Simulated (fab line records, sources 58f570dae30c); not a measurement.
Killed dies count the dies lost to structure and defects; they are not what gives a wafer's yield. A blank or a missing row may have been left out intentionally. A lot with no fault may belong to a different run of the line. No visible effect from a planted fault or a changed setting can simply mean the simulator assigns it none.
Which of the tools did it? :: flow berkeley-cmos170 :: 15 lots with 45 wafers sampled at 5 steps, on a route of 331 steps

## WHAT THE GAUGES READ, wafer by wafer
UCB170_M1_CD_MEAS_09: the cd target is 700 nm.
lot: L284
measured: day 8 08:56
on: cd-sem-02
cd-nm (nm): 701.1 699.8 699.2

lot: L287
measured: day 9 04:29
on: cd-sem-02
cd-nm (nm): 699.8 699.0 700.2

lot: L289
measured: day 9 14:19
on: cd-sem-02
cd-nm (nm): 698.9 699.4 698.0

lot: L290
measured: day 9 20:44
on: cd-sem-01
cd-nm (nm): 699.4 698.6 701.4

lot: L291
measured: day 9 21:02
on: cd-sem-02
cd-nm (nm): 699.0 697.8 699.8

lot: L292
measured: day 10 03:21
on: cd-sem-02
cd-nm (nm): 701.2 701.6 700.8

lot: L293
measured: day 10 03:36
on: cd-sem-01
cd-nm (nm): 700.5 698.1 699.4

lot: L294
measured: day 10 19:14
on: cd-sem-02
cd-nm (nm): 701.6 701.2 700.9

lot: L295
measured: day 10 20:38
on: cd-sem-01
cd-nm (nm): 699.8 699.6 699.5

lot: L299
measured: day 11 03:06
on: cd-sem-01
cd-nm (nm): 698.1 699.0 699.4

lot: L298
measured: day 11 03:53
on: cd-sem-01
cd-nm (nm): 699.1 699.1 699.3

lot: L297
measured: day 11 04:46
on: cd-sem-02
cd-nm (nm): 699.9 699.9 699.5

lot: L301
measured: day 12 09:22
on: cd-sem-01
cd-nm (nm): 697.2 697.2 697.1

lot: L303
measured: day 12 09:40
on: cd-sem-01
cd-nm (nm): 701.2 699.4 700.5

lot: L307
measured: day 13 10:35
on: cd-sem-01
cd-nm (nm): 699.6 699.0 698.5

UCB170_V1_OVL_MEAS_13.
lot: L284
measured: day 8 14:25
on: overlay-01
V1_OVL (nm): -3 -7 -10

lot: L287
measured: day 9 09:41
on: overlay-01
V1_OVL (nm): 6 -4 -4

lot: L289
measured: day 9 19:51
on: overlay-01
V1_OVL (nm): 0 -12 -17

lot: L290
measured: day 10 00:40
on: overlay-01
V1_OVL (nm): -4 -2 1

lot: L291
measured: day 10 02:06
on: overlay-02
V1_OVL (nm): -6 -7 -6

lot: L292
measured: day 10 09:53
on: overlay-01
V1_OVL (nm): -12 -8 -12

lot: L293
measured: day 10 10:43
on: overlay-01
V1_OVL (nm): -6 -15 -11

lot: L294
measured: day 10 23:46
on: overlay-01
V1_OVL (nm): -2 4 0

lot: L295
measured: day 11 01:23
on: overlay-02
V1_OVL (nm): -7 -8 -10

lot: L299
measured: day 11 07:26
on: overlay-02
V1_OVL (nm): -4 -1 -7

lot: L298
measured: day 11 08:45
on: overlay-01
V1_OVL (nm): 163 170 166

lot: L297
measured: day 11 10:29
on: overlay-02
V1_OVL (nm): 164 157 162

lot: L301
measured: day 16 05:54
on: overlay-01
V1_OVL (nm): 158 169 165

lot: L303
measured: day 16 06:49
on: overlay-02
V1_OVL (nm): -13 -3 0

lot: L307
measured: day 16 06:56
on: overlay-01
V1_OVL (nm): -11 -1 -1

UCB170_V2_THK_MEAS_01.
lot: L284
measured: day 8 18:13
on: film-metro-02
V2_TEOS_THK (nm): 1970 1979 2015

lot: L287
measured: day 9 13:21
on: film-metro-02
V2_TEOS_THK (nm): 2020 2033 2051

lot: L289
measured: day 9 23:10
on: film-metro-03
V2_TEOS_THK (nm): 1973 2001 2017

lot: L290
measured: day 10 04:37
on: film-metro-03
V2_TEOS_THK (nm): 2031 2020 2070

lot: L291
measured: day 10 06:11
on: film-metro-03
V2_TEOS_THK (nm): 1995 1983 2008

lot: L292
measured: day 10 14:07
on: film-metro-02
V2_TEOS_THK (nm): 1983 1993 2004

lot: L293
measured: day 10 14:49
on: film-metro-02
V2_TEOS_THK (nm): 1980 2030 2000

lot: L294
measured: day 11 02:59
on: film-metro-02
V2_TEOS_THK (nm): 1986 1980 1975

lot: L295
measured: day 11 05:04
on: film-metro-02
V2_TEOS_THK (nm): 1986 2005 1996

lot: L299
measured: day 11 12:28
on: film-metro-04
V2_TEOS_THK (nm): 1986 1984 2006

lot: L298
measured: day 11 13:28
on: film-metro-03
V2_TEOS_THK (nm): 1991 2042 2015

lot: L297
measured: day 11 15:26
on: film-metro-04
V2_TEOS_THK (nm): 1988 1996 2035

lot: L301
measured: day 16 13:14
on: film-metro-02
V2_TEOS_THK (nm): 2010 1959 2053

lot: L303
measured: day 16 16:13
on: film-metro-04
V2_TEOS_THK (nm): 2010 1984 2011

lot: L307
measured: day 16 16:44
on: film-metro-04
V2_TEOS_THK (nm): 1934 1958 1963

## WHICH TOOL RAN EACH LOT (tool, then ch and the chambers of the sampled wafers, then the start)
lot: L284
UCB170_CONTACT_ETCH_17: rie-diel-04 ch 0,2,3, day 8 06:35
UCB170_V1_EXPOSE_09: krf-scanner-01 ch 0, day 8 13:25

lot: L287
UCB170_CONTACT_ETCH_17: rie-diel-03 ch 2,3, day 9 01:36
UCB170_V1_EXPOSE_09: krf-scanner-01 ch 0, day 9 08:56

lot: L289
UCB170_CONTACT_ETCH_17: rie-diel-04 ch 0,1,2, day 9 12:01
UCB170_V1_EXPOSE_09: krf-scanner-01 ch 0, day 9 19:20

lot: L290
UCB170_CONTACT_ETCH_17: rie-diel-01 ch 0,1,3, day 9 18:58
UCB170_V1_EXPOSE_09: krf-scanner-01 ch 0, day 9 23:59

lot: L291
UCB170_CONTACT_ETCH_17: rie-diel-03 ch 0,1,3, day 9 19:14
UCB170_V1_EXPOSE_09: krf-scanner-01 ch 0, day 10 01:20

lot: L292
UCB170_CONTACT_ETCH_17: rie-diel-03 ch 0,1,3, day 10 00:52
UCB170_V1_EXPOSE_09: krf-scanner-02 ch 0, day 10 08:32

lot: L293
UCB170_CONTACT_ETCH_17: rie-diel-04 ch 2,3, day 10 01:07
UCB170_V1_EXPOSE_09: krf-scanner-02 ch 0, day 10 09:14

lot: L294
UCB170_CONTACT_ETCH_17: rie-diel-01 ch 1,3, day 10 16:46
UCB170_V1_EXPOSE_09: krf-scanner-02 ch 0, day 10 23:15

lot: L295
UCB170_CONTACT_ETCH_17: rie-diel-01 ch 0,2, day 10 18:40
UCB170_V1_EXPOSE_09: krf-scanner-01 ch 0, day 11 00:39

lot: L299
UCB170_CONTACT_ETCH_17: rie-diel-03 ch 0,2,3, day 11 00:46
UCB170_V1_EXPOSE_09: krf-scanner-01 ch 0, day 11 06:46

lot: L298
UCB170_CONTACT_ETCH_17: rie-diel-04 ch 0,1,2, day 11 01:36
UCB170_V1_EXPOSE_09: krf-scanner-02 ch 0, day 11 08:15

lot: L297
UCB170_CONTACT_ETCH_17: rie-diel-04 ch 1,2,3, day 11 03:07
UCB170_V1_EXPOSE_09: krf-scanner-02 ch 0, day 11 09:39

lot: L301
UCB170_CONTACT_ETCH_17: rie-diel-03 ch 0,3, day 12 07:16
UCB170_V1_EXPOSE_09: krf-scanner-02 ch 0, day 16 03:58

lot: L303
UCB170_CONTACT_ETCH_17: rie-diel-04 ch 1,2,3, day 12 07:32
UCB170_V1_EXPOSE_09: krf-scanner-01 ch 0, day 16 04:37

lot: L307
UCB170_CONTACT_ETCH_17: rie-diel-01 ch 0,3, day 13 08:38
UCB170_V1_EXPOSE_09: krf-scanner-01 ch 0, day 16 04:44
- UCB170_CONTACT_ETCH_17: etches BARC in N2/H2.
- UCB170_V1_EXPOSE_09: exposes mask VIA1, target cd 700 nm.

## AS READ BY THE TOOLS THEMSELVES (means over the sampled wafers that have a number; for cases with no such wafer, the mark the record gives instead)
UCB170_CONTACT_ETCH_17.
lot: L284
tool: rie-diel-04
drypump-motor-current-A (A): 6.4
h2-flow-sccm (sccm): 199.9
oes-product-au (a.u.): 0.989
throttle-valve-pct (%): 13.22

lot: L287
tool: rie-diel-03
drypump-motor-current-A (A): 5.4
h2-flow-sccm (sccm): 199.5
oes-product-au (a.u.): 0.995
throttle-valve-pct (%): 13.35

lot: L289
tool: rie-diel-04
drypump-motor-current-A (A): 5.9
h2-flow-sccm (sccm): 200.3
oes-product-au (a.u.): 0.980
throttle-valve-pct (%): 13.36

lot: L290
tool: rie-diel-01
drypump-motor-current-A (A): 5.7
h2-flow-sccm (sccm): 199.3
oes-product-au (a.u.): 1.007
throttle-valve-pct (%): 13.25

lot: L291
tool: rie-diel-03
drypump-motor-current-A (A): 5.6
h2-flow-sccm (sccm): 199.3
oes-product-au (a.u.): 0.998
throttle-valve-pct (%): 13.33

lot: L292
tool: rie-diel-03
drypump-motor-current-A (A): 5.6
h2-flow-sccm (sccm): 200.1
oes-product-au (a.u.): 1.000
throttle-valve-pct (%): 13.33

lot: L293
tool: rie-diel-04
drypump-motor-current-A (A): 6.3
h2-flow-sccm (sccm): 199.9
oes-product-au (a.u.): 0.978
throttle-valve-pct (%): 13.10

lot: L294
tool: rie-diel-01
drypump-motor-current-A (A): 5.5
h2-flow-sccm (sccm): 199.9
oes-product-au (a.u.): 1.001
throttle-valve-pct (%): 13.33

lot: L295
tool: rie-diel-01
drypump-motor-current-A (A): 5.8
h2-flow-sccm (sccm): 200.2
oes-product-au (a.u.): 1.029
throttle-valve-pct (%): 13.19

lot: L299
tool: rie-diel-03
drypump-motor-current-A (A): 5.6
h2-flow-sccm (sccm): 200.2
oes-product-au (a.u.): 0.999
throttle-valve-pct (%): 13.26

lot: L298
tool: rie-diel-04
drypump-motor-current-A (A): 6.0
h2-flow-sccm (sccm): 199.8
oes-product-au (a.u.): 0.990
throttle-valve-pct (%): 13.35

lot: L297
tool: rie-diel-04
drypump-motor-current-A (A): 5.9
h2-flow-sccm (sccm): 199.7
oes-product-au (a.u.): 0.992
throttle-valve-pct (%): 13.22

lot: L301
tool: rie-diel-03
drypump-motor-current-A (A): 5.5
h2-flow-sccm (sccm): 199.9
oes-product-au (a.u.): 1.002
throttle-valve-pct (%): 13.29

lot: L303
tool: rie-diel-04
drypump-motor-current-A (A): 5.9
h2-flow-sccm (sccm): 199.4
oes-product-au (a.u.): 0.990
throttle-valve-pct (%): 13.22

lot: L307
tool: rie-diel-01
drypump-motor-current-A (A): 5.8
h2-flow-sccm (sccm): 199.8
oes-product-au (a.u.): 1.013
throttle-valve-pct (%): 13.20

## THE ANSWER, worked out from the rows above alone
Rule: usual is defined by the lots themselves. Put in order of their means at a reading, lots are off if they are a third of the lots or fewer, leave a main group of 4 or more, and stand apart from it by a gap of 3 or more times the standard deviation of the main group's means; of several such gaps the widest counts. Not used: any main group whose means are identical at the precision the tables above print for the reading. Also off: a lot with no number at a reading for which 4 or more lots have one. Where the step has rows for the other lots, those lots are counted as sound. After the gauges, taken in route order, come the tools' own readings; for these a lot's mean is taken, as printed above. The first step at which some lot is off is used, and at that step the reading that is off furthest; a lot without a number counts as furthest.
Off: L298, L297, L301, at UCB170_V1_OVL_MEAS_13 (V1_OVL). The main group has a mean of -6 nm with a standard deviation of 3.7.
If a tool, at a process step before that reading, ran all the lots that are off and no sound lot after the first of them, it fits. The gauges at UCB170_V1_OVL_MEAS_13 are tried like those tools. One fits: UCB170_V1_EXPOSE_09 on krf-scanner-02. A fault onset in the window from L294 (day 10 23:15, its last sound lot) to L298 (day 11 08:15, its first lot off) fits.

## WHAT HAD BEEN PUT IN BY THE SIMULATOR
Scanner matching overlay: krf-scanner-02, from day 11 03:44 on, at UCB170_V1_EXPOSE_09. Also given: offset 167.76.
Shown lots that were struck: L298, L297, L301. The rule above found the same.
